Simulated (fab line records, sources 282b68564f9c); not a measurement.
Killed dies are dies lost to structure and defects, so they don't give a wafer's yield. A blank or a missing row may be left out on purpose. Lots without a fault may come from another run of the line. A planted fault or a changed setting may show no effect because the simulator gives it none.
A struck lot beside a sound one | flow rit_cmos | 33 steps out of a route of 202
Sound: wafers L270.1, L270.3, L270.4. Struck: wafers L276.1, L276.5, L276.6. The cause comes at the end.
At each step with rows: each side's tool, then ch and its chambers, then its first start. Under that, the readings that differ: sound wafers | struck wafers | difference of the means | sigmas: that difference in standard deviations of wafers without a fault.
alike: readings whose means differ by less than 2 such deviations, and words and numbers that are the same on both sides. not compared: withheld readings, readings that some wafer has no value for, bounds like >300 that may hide the same value, and numbers for which the record gives no deviation and whose values overlap.
The two part at a step that has a row with sigmas, a row that says differs or no value, or rows on one side only. Numbers that don't overlap but have no deviation are shown without sigmas and don't part them. A reading that every wafer of one side lacks parts them only if that side has two wafers or more.

RIT_NRETRO_TW_MEAS_10:
  sound on film_metro-01, day 3 19:29; struck on film_metro-01, day 5 05:23
  alike: NRETRO_TW
then, 6 steps without rows for these wafers: RIT_PRETRO_HMDS_00 (prime time 60 s); RIT_PRETRO_COAT_01 (resist thk 1300 nm); RIT_PRETRO_SOFTBAKE_02 (time 60 s); RIT_PRETRO_EXPOSE_03 (exposes mask M5, target cd 43700 nm); RIT_PRETRO_PEB_04; RIT_PRETRO_DEVELOP_05 (develop time 68 s).
RIT_PRETRO_OVL_MEAS_06:
  sound on overlay-01, day 3 20:25; struck on overlay-02, day 5 06:19
  reading         | sound       | struck         | difference | sigmas
  PRETRO_OVL (nm) | 0.3 2.5 2.9 | -1.9 -2.2 -1.2 | -3.7       | -3
then, 2 steps without rows for these wafers: RIT_PRETRO_HARDBAKE_07 (time 120 s); RIT_PRETRO_IMPLANT_08.
RIT_PRETRO_STRIP_09: strips in O2, time 180 s.
  sound on plasma_asher-01 ch 0,1, day 3 21:00; struck on plasma_asher-02 ch 0,1, day 5 06:46
  alike: drypump_motor_current_A
  not compared: rf_hours_counter_h
RIT_PRETRO_TW_MEAS_10:
  sound on film_metro-01, day 3 21:10; struck on film_metro-01, day 5 06:56
  alike: PRETRO_TW
RIT_GATE_WET_ETCH_00: etches SiO2 in BOE, target depth 56 nm, time 60 s.
  sound on wet_bench-03 ch 0, day 3 21:14; struck on wet_bench-03 ch 1, day 5 06:59
  no value came back on the struck wafers for bath_heat_duty_pct (%), run_length_s (s), temp_c (C); on the sound wafers bath_heat_duty_pct (%) reads 1.8 2.2 1.5
  reading                                       | sound             | struck            | difference | sigmas
  model.SiO2_of_FOX2_OXIDATION_00.thk_nm (nm)   | 261.7 257.8 268.4 | 328.2 331.8 330.9 | +67.7      |
  model.SiO2_of_ACTIVE_OXIDATION_01.thk_nm (nm) | 0 0 0             | 41.69 40.98 40.46 | +41.04     |
then, 4 steps without rows for these wafers: RIT_GATE_CLEAN_01 (cleans in SC1, time 600 s); RIT_GATE_CLEAN_02 (cleans in dHF, time 30 s); RIT_GATE_CLEAN_03 (cleans in SC2, time 600 s); RIT_GATE_CLEAN_04 (cleans in dHF, time 60 s).
RIT_FOX2_THK_MEAS_91:
  sound on film_metro-01, day 3 21:51; struck on film_metro-04, day 5 07:25
  reading                     | sound       | struck      | difference | sigmas
  FIELD_OXIDE_LEFT_2_THK (nm) | 250 246 256 | 316 320 319 | +68        | +9
then, 9 steps without rows for these wafers: RIT_GATE_OXIDATION_05 (target thk 3 nm, ox time 270 s); RIT_GATE_ANNEAL_06 (time 600 s); RIT_GATE_CVD_08 (deposits poly-Si from SiH4, target thk 250 nm, time 2220 s); RIT_GATE_HMDS_10 (prime time 60 s); RIT_GATE_COAT_11 (resist thk 850 nm); RIT_GATE_SOFTBAKE_12 (time 60 s); RIT_GATE_EXPOSE_13 (exposes mask M6, target cd 150 nm); RIT_GATE_PEB_14; RIT_GATE_DEVELOP_15 (develop time 50 s).
RIT_GATE_CD_MEAS_16: target cd 150 nm.
  sound on cd_sem-02, day 4 04:11; struck on cd_sem-01, day 5 16:23
  alike: cd_nm
RIT_GATE_OVL_MEAS_17:
  sound on overlay-02, day 4 04:19; struck on overlay-01, day 5 16:30
  alike: GATE_OVL
then, 1 step without rows for these wafers: RIT_GATE_HARDBAKE_18 (time 60 s).
RIT_GATE_ETCH_19: etches poly-Si in SF6/CHF3/O2, stops on SiO2, time 165 s, target depth 312.5 nm.
  sound on rie_si-01 ch 0,1, day 4 04:30; struck on rie_si-01 ch 0,1,3, day 5 16:41
  reading                                     | sound             | struck            | difference | sigmas
  model.SiO2_of_FOX2_OXIDATION_00.thk_nm (nm) | 238.3 234.6 245.2 | 304.1 308.2 307.6 | +67.3      |
  alike: CHF3_flow_sccm, O2_flow_sccm, drypump_motor_current_A, oes_product_au, throttle_valve_pct
  not compared: rf_hours_counter_h
RIT_GATE_STRIP_20: strips in O2, time 180 s.
  sound on plasma_asher-03 ch 0,1, day 4 04:37; struck on plasma_asher-04 ch 0,1, day 5 16:48
  alike: drypump_motor_current_A
  not compared: rf_hours_counter_h
RIT_M1_PROBE_99:
  sound on prober-02, day 5 01:01; struck on prober-02, day 6 12:07
  reading             | sound  | struck      | difference | sigmas
  killed_at_front_end | 7 12 8 | 264 263 264 | +255       | +82
  killed_dies         | 7 12 8 | 264 264 264 | +255       | +80
  killed_on_rim       | 1 2 2  | 70 70 70    | +68        | +49
  alike: killed_at_contacts, killed_open, killed_short

WHERE THEY PART
First at RIT_PRETRO_OVL_MEAS_06; last, within this record, at RIT_M1_PROBE_99.

WHY: what the simulator had put in
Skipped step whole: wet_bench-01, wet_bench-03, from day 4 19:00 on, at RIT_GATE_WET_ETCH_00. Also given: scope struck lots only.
